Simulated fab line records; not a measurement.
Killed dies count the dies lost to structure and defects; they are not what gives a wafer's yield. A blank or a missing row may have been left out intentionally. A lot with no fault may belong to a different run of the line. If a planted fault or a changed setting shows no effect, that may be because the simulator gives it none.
8D (eight disciplines) problem report, filled in by code    flow rit_cmos    the parts of the form that need people (team, actions taken, sign-off) are left out

1. PROBLEM STATEMENT
run_length_s at RIT_SPACER_ETCHBACK_05 reads a mean of 364.3 s on 6 wafers of 2 lots; wafers without a fault read 268.2 s with a standard deviation of 0.51. So: +99 or more standard deviations from the usual mean.
The step: etches Si3N4 in SF6/CHF3, stops on SiO2, target depth 250 nm, time 240 s.
Seen first at day 4 21:20 on rie_diel-04, wafer L729.4. The record has a number at this step for 18 wafers belonging to 6 lots. The rule behind "out" and "out of limits": a value lying over 4 standard deviations away from the usual mean. All remaining wafers that have a number are taken as sound.

2. WHAT IT IS, AND WHAT IT ISN'T
question                     is                            is not
which readings at this step  run_length_s, oes_product_au  drypump_motor_current_A
which lots                   L729, L731                    L722, L723, L738, L744
which wafers of those lots   all that have a number        -
read on which tools          rie_diel-04                   rie_diel-01, rie_diel-03
when                         from day 4 21:20              up to then (6 sound wafers); but 6 sound wafers of L738, L744 came after

3. SUSPECTS, AND WHAT RULES EACH OUT
Counting: a tool at a process step up to the reading stays a suspect if it ran every lot that is out and no sound lot after the first of them.
- rie_diel-04 at RIT_SPACER_ETCHBACK_05 (etches Si3N4 in SF6/CHF3, stops on SiO2, target depth 250 nm, time 240 s): kept. All lots that are out passed through it, beginning with L729 at day 4 21:20, and no sound lot followed; its final sound lot before that point was L722 at day 3 06:29. Its own oes_product_au, run_length_s readings are out on those wafers.
The count leaves rie_diel-04 at RIT_SPACER_ETCHBACK_05.

4. THE CAUSE (what the simulator had put in)
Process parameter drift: rie_diel-04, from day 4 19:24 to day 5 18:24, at RIT_SPACER_ETCHBACK_05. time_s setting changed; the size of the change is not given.
Counting left only this tool.

5. THE CHAIN OF EFFECTS, in route order
Each row: a reading where the mean over the struck wafers with a number is more than 3 standard deviations away from the usual. Only readings for which the record gives a usual standard deviation are gone through. hours: the time from each lot's start at the first step in this table that gives one to its start at this step, as a median over the lots. sigmas: the change in usual standard deviations.
hours  step                    reading         usual       on struck wafers  change  sigmas
0      RIT_SPACER_ETCHBACK_05  oes_product_au  0.849 a.u.  0.670             -0.179  -13
0      RIT_SPACER_ETCHBACK_05  run_length_s    268.2 s     364.3             +96.1   +99 or more
It contains these process steps:
- RIT_SPACER_ETCHBACK_05: etches Si3N4 in SF6/CHF3, stops on SiO2, target depth 250 nm, time 240 s.
At these later measuring or inspecting steps, every struck wafer for which the step has a row has a number for every such reading, and none has moved that far: RIT_NSD_OVL_MEAS_06, RIT_NSD_TW_MEAS_10, RIT_PSD_OVL_MEAS_06, RIT_PSD_TW_MEAS_10, RIT_SDANNEAL_RS_MEAS_04, RIT_SDANNEAL_RS_MEAS_05, RIT_SDANNEAL_RS_MEAS_06.

6. HOW IT WOULD HAVE BEEN CAUGHT EARLIER
The fault began at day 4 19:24; the first out-of-limits reading in this record came at day 4 21:20, 2 hours later.
